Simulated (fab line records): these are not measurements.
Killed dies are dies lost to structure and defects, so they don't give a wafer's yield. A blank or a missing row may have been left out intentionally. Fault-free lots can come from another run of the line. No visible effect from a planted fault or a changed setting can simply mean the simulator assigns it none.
Which tool was responsible? / flow rit_cmos / 14 lots (42 wafers sampled), 1 step of a 202-step route

== WHAT THE GAUGES SHOWED, per wafer ==
No reading from a measuring or inspecting step in the record can be judged against a usual standard deviation.

== TOOL THAT RAN EACH LOT (tool first, then ch and the chambers of the sampled wafers, then the start) ==
lot=L229; RIT_SILICIDE_RTA_04=rtp_anneal-01 ch 0, day 3 03:37
lot=L230; RIT_SILICIDE_RTA_04=rtp_anneal-02 ch 0, day 3 08:02
lot=L234; RIT_SILICIDE_RTA_04=rtp_anneal-02 ch 0, day 4 04:46
lot=L235; RIT_SILICIDE_RTA_04=rtp_anneal-01 ch 0, day 4 08:31
lot=L236; RIT_SILICIDE_RTA_04=rtp_anneal-02 ch 0, day 4 12:23
lot=L237; RIT_SILICIDE_RTA_04=rtp_anneal-01 ch 0, day 4 19:40
lot=L239; RIT_SILICIDE_RTA_04=rtp_anneal-02 ch 0, day 5 10:06
lot=L241; RIT_SILICIDE_RTA_04=rtp_anneal-01 ch 0, day 5 16:43
lot=L242; RIT_SILICIDE_RTA_04=rtp_anneal-02 ch 0, day 5 22:31
lot=L246; RIT_SILICIDE_RTA_04=rtp_anneal-02 ch 0, day 6 18:34
lot=L248; RIT_SILICIDE_RTA_04=rtp_anneal-02 ch 0, day 7 02:20
lot=L249; RIT_SILICIDE_RTA_04=rtp_anneal-01, day 7 05:26
lot=L250; RIT_SILICIDE_RTA_04=rtp_anneal-02, day 7 12:56
lot=L252; RIT_SILICIDE_RTA_04=rtp_anneal-02 ch 0, day 7 21:53
- RIT_SILICIDE_RTA_04: time 10 s, ramp up 5 s, ramp down 5 s.

== AS READ BY THE TOOLS THEMSELVES (means over the sampled wafers that have a number; for cases with no such wafer, the mark the record gives instead) ==
RIT_SILICIDE_RTA_04. Usual: anneal_temp_c_max 653.0, standard deviation 0.73; chamber_o2_ppm 2.002, standard deviation 0.017; wafer_temp_C_max 652.5, standard deviation 0.71.
lot=L229 tool=rtp_anneal-01 anneal_temp_c_max=652.5 chamber_o2_ppm=2.012 wafer_temp_C_max=653.0 flag=
lot=L230 tool=rtp_anneal-02 anneal_temp_c_max=653.3 chamber_o2_ppm=1.988 wafer_temp_C_max=651.8 flag=
lot=L234 tool=rtp_anneal-02 anneal_temp_c_max=653.2 chamber_o2_ppm=1.993 wafer_temp_C_max=651.7 flag=
lot=L235 tool=rtp_anneal-01 anneal_temp_c_max=652.6 chamber_o2_ppm=1.998 wafer_temp_C_max=653.6 flag=
lot=L236 tool=rtp_anneal-02 anneal_temp_c_max=653.2 chamber_o2_ppm=2.008 wafer_temp_C_max=651.8 flag=
lot=L237 tool=rtp_anneal-01 anneal_temp_c_max=652.3 chamber_o2_ppm=2.022 wafer_temp_C_max=652.8 flag=
lot=L239 tool=rtp_anneal-02 anneal_temp_c_max=653.4 chamber_o2_ppm=1.999 wafer_temp_C_max=651.6 flag=
lot=L241 tool=rtp_anneal-01 anneal_temp_c_max=652.0 chamber_o2_ppm=2.015 wafer_temp_C_max=653.8 flag=
lot=L242 tool=rtp_anneal-02 anneal_temp_c_max=653.4 chamber_o2_ppm=2.007 wafer_temp_C_max=652.6 flag=
lot=L246 tool=rtp_anneal-02 anneal_temp_c_max=653.1 chamber_o2_ppm=2.001 wafer_temp_C_max=652.6 flag=
lot=L248 tool=rtp_anneal-02 anneal_temp_c_max=653.8 chamber_o2_ppm=1.984 wafer_temp_C_max=652.1 flag=
lot=L249 tool=rtp_anneal-01 anneal_temp_c_max=- chamber_o2_ppm=- wafer_temp_C_max=- flag=OFF
lot=L250 tool=rtp_anneal-02 anneal_temp_c_max=- chamber_o2_ppm=- wafer_temp_C_max=- flag=OFF
lot=L252 tool=rtp_anneal-02 anneal_temp_c_max=653.7 chamber_o2_ppm=2.005 wafer_temp_C_max=652.6 flag=

== THE ANSWER, worked out from the rows above alone ==
Rule: take the mean of a lot's wafers that have a number; if it is more than 3 standard deviations from the usual mean, the lot is off. A lot without any number at a reading at which 4 lots or more have one is off too. Where the step has rows for the other lots, those lots are counted as sound. The gauges are gone through in route order, then the tools' own readings, and for those a lot's mean is taken as printed above. The first step at which some lot is off is used, and at that step the reading that is off furthest; a lot without a number counts as furthest.
Off, at RIT_SILICIDE_RTA_04 on anneal_temp_c_max: L249, L250. Without a number there: L249, L250.
A tool fits if, at that step or a process step before it, it ran every lot that is off, and no sound lot after the first of them. Not one of the candidates tried fits.

== WHAT THE SIMULATOR HAD PUT IN ==
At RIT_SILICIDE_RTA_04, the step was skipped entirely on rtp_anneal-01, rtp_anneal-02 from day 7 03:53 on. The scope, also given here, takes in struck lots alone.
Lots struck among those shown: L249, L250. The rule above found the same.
